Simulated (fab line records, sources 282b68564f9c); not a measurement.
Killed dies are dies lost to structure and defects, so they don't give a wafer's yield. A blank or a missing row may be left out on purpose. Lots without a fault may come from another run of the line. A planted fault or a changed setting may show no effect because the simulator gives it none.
Tool commonality check | flow rit_cmos | 14 lots, 42 wafers sampled

WHY IT WAS OPENED
At RIT_NSD_TW_MEAS_10 the reading NSD_TW is flagged on 2 of 14 lots. Wafers without a fault read 3093, standard deviation 29.
Rule: a lot is flagged when every wafer of it that has a number lies more than 4 standard deviations from that mean, or none has a number. The other lots count as sound.

lot  | measured    | on            | NSD_TW, wafer by wafer | flag
L401 | day 3 10:44 | film_metro-04 | 3117 3106 3114         |
L403 | day 3 19:31 | film_metro-03 | 3125 3121 3111         |
L402 | day 3 19:34 | film_metro-02 | 3062 3076 3062         |
L405 | day 4 01:52 | film_metro-03 | 3390 3380 3370         | FLAGGED
L406 | day 4 14:04 | film_metro-04 | 3124 3146 3128         |
L407 | day 4 17:43 | film_metro-02 | 3339 3344 3367         | FLAGGED
L413 | day 5 19:23 | film_metro-02 | 3053 3053 3047         |
L414 | day 5 22:06 | film_metro-04 | 3120 3129 3118         |
L418 | day 6 19:07 | film_metro-03 | 3129 3135 3129         |
L419 | day 6 23:15 | film_metro-04 | 3117 3119 3138         |
L420 | day 7 04:17 | film_metro-04 | 3086 3090 3092         |
L421 | day 7 09:31 | film_metro-03 | 3100 3102 3107         |
L422 | day 7 14:55 | film_metro-02 | 3062 3068 3066         |
L423 | day 7 18:39 | film_metro-04 | 3088 3086 3071         |
The numbers of the flagged lots are 3365 on average: +272 against the usual, or +9 standard deviations.

WHICH TOOL RAN EACH LOT
The record holds 1 process step before the reading, out of a route of 202 steps. In each cell: the tool, then ch and the chambers that the sampled wafers went through, then the start.
lot  | flag    | RIT_NSD_IMPLANT_08
L401 |         | implanter-03 ch 0, day 3 10:25
L403 |         | implanter-03 ch 0, day 3 19:12
L402 |         | implanter-04 ch 0, day 3 19:14
L405 | FLAGGED | implanter-03 ch 0, day 4 01:34
L406 |         | implanter-04 ch 0, day 4 13:46
L407 | FLAGGED | implanter-03 ch 0, day 4 17:24
L413 |         | implanter-04 ch 0, day 5 19:05
L414 |         | implanter-04 ch 0, day 5 21:49
L418 |         | implanter-04 ch 0, day 6 18:49
L419 |         | implanter-03 ch 0, day 6 22:55
L420 |         | implanter-02 ch 0, day 7 03:59
L421 |         | implanter-03 ch 0, day 7 09:14
L422 |         | implanter-04 ch 0, day 7 14:36
L423 |         | implanter-02 ch 0, day 7 18:20
What these steps do:
- RIT_NSD_IMPLANT_08
- RIT_NSD_TW_MEAS_10

FLAGGED OVER TOTAL, TOOL BY TOOL (the gauges that took the reading come last)
step               | tool          | lots run | flagged | share of the flagged lots | sound lots run after its first flagged lot
RIT_NSD_IMPLANT_08 | implanter-02  | 2        | 0       | none                      | -
RIT_NSD_IMPLANT_08 | implanter-03  | 6        | 2       | all                       | 2 (L419,L421)
RIT_NSD_IMPLANT_08 | implanter-04  | 6        | 0       | none                      | -
RIT_NSD_TW_MEAS_10 | film_metro-02 | 4        | 1       | some                      | 2 (L413,L422)
RIT_NSD_TW_MEAS_10 | film_metro-03 | 4        | 1       | some                      | 2 (L418,L421)
RIT_NSD_TW_MEAS_10 | film_metro-04 | 6        | 0       | none                      | -

WHAT THE TABLE ALLOWS
1 row of the table ran every flagged lot: implanter-03 at RIT_NSD_IMPLANT_08.
- implanter-03 at RIT_NSD_IMPLANT_08: 2 of its 6 lots flagged. Sound lots ran on it after the first flagged one (L419, L421), which a lasting fault on the whole tool wouldn't allow. Its own readings lie more than 4 standard deviations out on every wafer of the flagged lots: dose_ions_cm2, faraday_current_uA.
No row of the table ran every flagged lot and no sound lot after the first.

WHAT THE SIMULATOR HAD PUT IN
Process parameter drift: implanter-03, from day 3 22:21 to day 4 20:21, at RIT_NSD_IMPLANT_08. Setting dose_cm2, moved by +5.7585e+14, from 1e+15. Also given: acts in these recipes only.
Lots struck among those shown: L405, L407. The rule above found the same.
